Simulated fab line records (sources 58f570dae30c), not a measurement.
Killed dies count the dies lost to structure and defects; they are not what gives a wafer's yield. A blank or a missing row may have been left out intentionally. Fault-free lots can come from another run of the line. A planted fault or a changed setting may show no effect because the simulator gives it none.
Which of the tools did it? | flow berkeleyCmos170 | 7 lots, 21 wafers sampled, at 2 steps of a route of 331

== WHAT EACH GAUGE READ, for each wafer ==
UCB170_V1_OVL_MEAS_13.
lot  | measured     | on         | V1_OVL (nm)
L928 | day 8 17:02  | overlay-01 | 0 -6 2
L931 | day 9 10:08  | overlay-01 | -8 -1 1
L934 | day 10 08:33 | overlay-01 | 6 2 16
L937 | day 10 10:11 | overlay-01 | -5 -10 -1
L943 | day 12 05:32 | overlay-02 | 2 4 4
L949 | day 13 07:29 | overlay-02 | -1 4 12
L950 | day 13 15:02 | overlay-01 | -10 5 -1

== WHAT TOOL EACH LOT RAN ON (gives the tool, then ch and the chambers of the sampled wafers, and finally the start) ==
lot  | UCB170_CONTACT_ETCH_18
L928 | rieDiel-02 ch 0,1,2, day 8 17:02 or earlier
L931 | rieDiel-03 ch 0,1, day 9 10:08 or earlier
L934 | rieDiel-03 ch 1,2,3, day 10 08:33 or earlier
L937 | rieDiel-02 ch 0,3, day 10 10:11 or earlier
L943 | rieDiel-02 ch 0,2, day 12 05:32 or earlier
L949 | rieDiel-04 ch 0,1,3, day 13 07:29 or earlier
L950 | rieDiel-03 ch 1,2, day 13 15:02 or earlier
- UCB170_CONTACT_ETCH_18: etches PSG in CHF3/CF4/Ar, stops on TiSi2, target depth 840 nm, time 195 s.

== THE ANSWER, worked out from the rows above alone ==
Rule: usual is defined by the lots themselves. Put in order of their means at a reading, lots are off if they are a third of the lots or fewer, leave a main group of 4 or more, and stand apart from it by a gap of 3 or more times the standard deviation of the main group's means; of several such gaps the widest counts. A main group is skipped when, at the precision printed for the reading in the tables above, its means are all equal. Also off: a lot with no number at a reading for which 4 or more lots have one. The other lots that the step has rows for count as sound.
Nothing can be told from this: no lot is off at any reading shown.

== WHAT THE SIMULATOR PUT IN ==
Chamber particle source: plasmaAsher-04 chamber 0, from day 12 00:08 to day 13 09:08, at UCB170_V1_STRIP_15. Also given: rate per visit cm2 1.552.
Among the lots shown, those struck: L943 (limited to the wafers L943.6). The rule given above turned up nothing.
